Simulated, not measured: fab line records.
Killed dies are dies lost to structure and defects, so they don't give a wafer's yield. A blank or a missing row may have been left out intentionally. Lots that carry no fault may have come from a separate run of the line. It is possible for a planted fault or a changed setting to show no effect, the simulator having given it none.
Tool commonality check || flow rit-cmos || 14 lots, 48 wafers sampled

== WHY THIS WAS OPENED ==
At RIT_NSD_TW_MEAS_10 the reading NSD_TW is flagged on 2 of 14 lots. No-fault wafers: 3172, standard deviation 21.
Rule: a lot gets a flag if all its wafers with a number sit over 4 standard deviations from that mean, or if no wafer of it has a number. The other lots count as sound.

{"lot": "L610", "measured": "day 2 22:29", "on": "film-metro-04", "NSD_TW, wafer by wafer": "3160 3151 3151", "flag": ""}
{"lot": "L612", "measured": "day 3 10:18", "on": "film-metro-01", "NSD_TW, wafer by wafer": "3165 3175 3189", "flag": ""}
{"lot": "L614", "measured": "day 3 18:59", "on": "film-metro-01", "NSD_TW, wafer by wafer": "3191 3192 3200", "flag": ""}
{"lot": "L616", "measured": "day 4 06:13", "on": "film-metro-01", "NSD_TW, wafer by wafer": "3159 3165 3171", "flag": ""}
{"lot": "L617", "measured": "day 4 11:26", "on": "film-metro-01", "NSD_TW, wafer by wafer": "3189 3175 3173", "flag": ""}
{"lot": "L618", "measured": "day 4 16:50", "on": "film-metro-01", "NSD_TW, wafer by wafer": "3159 3173 3171", "flag": ""}
{"lot": "L619", "measured": "day 4 22:10", "on": "film-metro-01", "NSD_TW, wafer by wafer": "3162 3162 3167", "flag": ""}
{"lot": "L620", "measured": "day 5 03:19", "on": "film-metro-01", "NSD_TW, wafer by wafer": "3144 3187 3157", "flag": ""}
{"lot": "L622", "measured": "day 5 14:08", "on": "film-metro-02", "NSD_TW, wafer by wafer": "3540 3541 3527 3524 3528 3529", "flag": "FLAGGED"}
{"lot": "L626", "measured": "day 6 15:29", "on": "film-metro-01", "NSD_TW, wafer by wafer": "3183 3135 3175", "flag": ""}
{"lot": "L627", "measured": "day 6 19:04", "on": "film-metro-04", "NSD_TW, wafer by wafer": "3552 3528 3566 3555 3544 3548", "flag": "FLAGGED"}
{"lot": "L630", "measured": "day 7 10:41", "on": "film-metro-01", "NSD_TW, wafer by wafer": "3203 3186 3212", "flag": ""}
{"lot": "L631", "measured": "day 7 15:58", "on": "film-metro-01", "NSD_TW, wafer by wafer": "3197 3187 3199", "flag": ""}
{"lot": "L633", "measured": "day 8 00:23", "on": "film-metro-01", "NSD_TW, wafer by wafer": "3163 3150 3152", "flag": ""}
The mean of the flagged lots' numbers is 3540, +368 from the usual (+18 standard deviations).

== TOOL THAT RAN EACH LOT ==
The record holds 1 process step before the reading, out of a route of 202 steps. Each cell gives the tool, then ch followed by the chambers the sampled wafers passed through, then the start.
{"lot": "L610", "flag": "", "RIT_NSD_IMPLANT_08": "implanter-01 ch 0, day 2 22:11"}
{"lot": "L612", "flag": "", "RIT_NSD_IMPLANT_08": "implanter-02 ch 0, day 3 09:59"}
{"lot": "L614", "flag": "", "RIT_NSD_IMPLANT_08": "implanter-04 ch 0, day 3 18:40"}
{"lot": "L616", "flag": "", "RIT_NSD_IMPLANT_08": "implanter-02 ch 0, day 4 05:53"}
{"lot": "L617", "flag": "", "RIT_NSD_IMPLANT_08": "implanter-02 ch 0, day 4 11:10"}
{"lot": "L618", "flag": "", "RIT_NSD_IMPLANT_08": "implanter-02 ch 0, day 4 16:31"}
{"lot": "L619", "flag": "", "RIT_NSD_IMPLANT_08": "implanter-02 ch 0, day 4 21:51"}
{"lot": "L620", "flag": "", "RIT_NSD_IMPLANT_08": "implanter-02 ch 0, day 5 02:59"}
{"lot": "L622", "flag": "FLAGGED", "RIT_NSD_IMPLANT_08": "implanter-01 ch 0, day 5 13:25"}
{"lot": "L626", "flag": "", "RIT_NSD_IMPLANT_08": "implanter-02 ch 0, day 6 15:10"}
{"lot": "L627", "flag": "FLAGGED", "RIT_NSD_IMPLANT_08": "implanter-04 ch 0, day 6 18:28"}
{"lot": "L630", "flag": "", "RIT_NSD_IMPLANT_08": "implanter-01 ch 0, day 7 10:24"}
{"lot": "L631", "flag": "", "RIT_NSD_IMPLANT_08": "implanter-01 ch 0, day 7 15:39"}
{"lot": "L633", "flag": "", "RIT_NSD_IMPLANT_08": "implanter-04 ch 0, day 8 00:05"}
What is done by these steps:
- RIT_NSD_IMPLANT_08
- RIT_NSD_TW_MEAS_10

== FLAGGED OVER TOTAL, TOOL BY TOOL (the gauges that took the reading come last) ==
{"step": "RIT_NSD_IMPLANT_08", "tool": "implanter-01", "lots run": 4, "flagged": 1, "share of the flagged lots": "some", "sound lots run after its first flagged lot": "2 (L630,L631)"}
{"step": "RIT_NSD_IMPLANT_08", "tool": "implanter-02", "lots run": 7, "flagged": 0, "share of the flagged lots": "none", "sound lots run after its first flagged lot": "-"}
{"step": "RIT_NSD_IMPLANT_08", "tool": "implanter-04", "lots run": 3, "flagged": 1, "share of the flagged lots": "some", "sound lots run after its first flagged lot": "1 (L633)"}
{"step": "RIT_NSD_TW_MEAS_10", "tool": "film-metro-01", "lots run": 11, "flagged": 0, "share of the flagged lots": "none", "sound lots run after its first flagged lot": "-"}
{"step": "RIT_NSD_TW_MEAS_10", "tool": "film-metro-02", "lots run": 1, "flagged": 1, "share of the flagged lots": "some", "sound lots run after its first flagged lot": 0}
{"step": "RIT_NSD_TW_MEAS_10", "tool": "film-metro-04", "lots run": 2, "flagged": 1, "share of the flagged lots": "some", "sound lots run after its first flagged lot": 0}

== THE TABLE: WHAT IT ALLOWS ==
No row of the table ran every flagged lot.

== WHAT HAD BEEN PUT IN BY THE SIMULATOR ==
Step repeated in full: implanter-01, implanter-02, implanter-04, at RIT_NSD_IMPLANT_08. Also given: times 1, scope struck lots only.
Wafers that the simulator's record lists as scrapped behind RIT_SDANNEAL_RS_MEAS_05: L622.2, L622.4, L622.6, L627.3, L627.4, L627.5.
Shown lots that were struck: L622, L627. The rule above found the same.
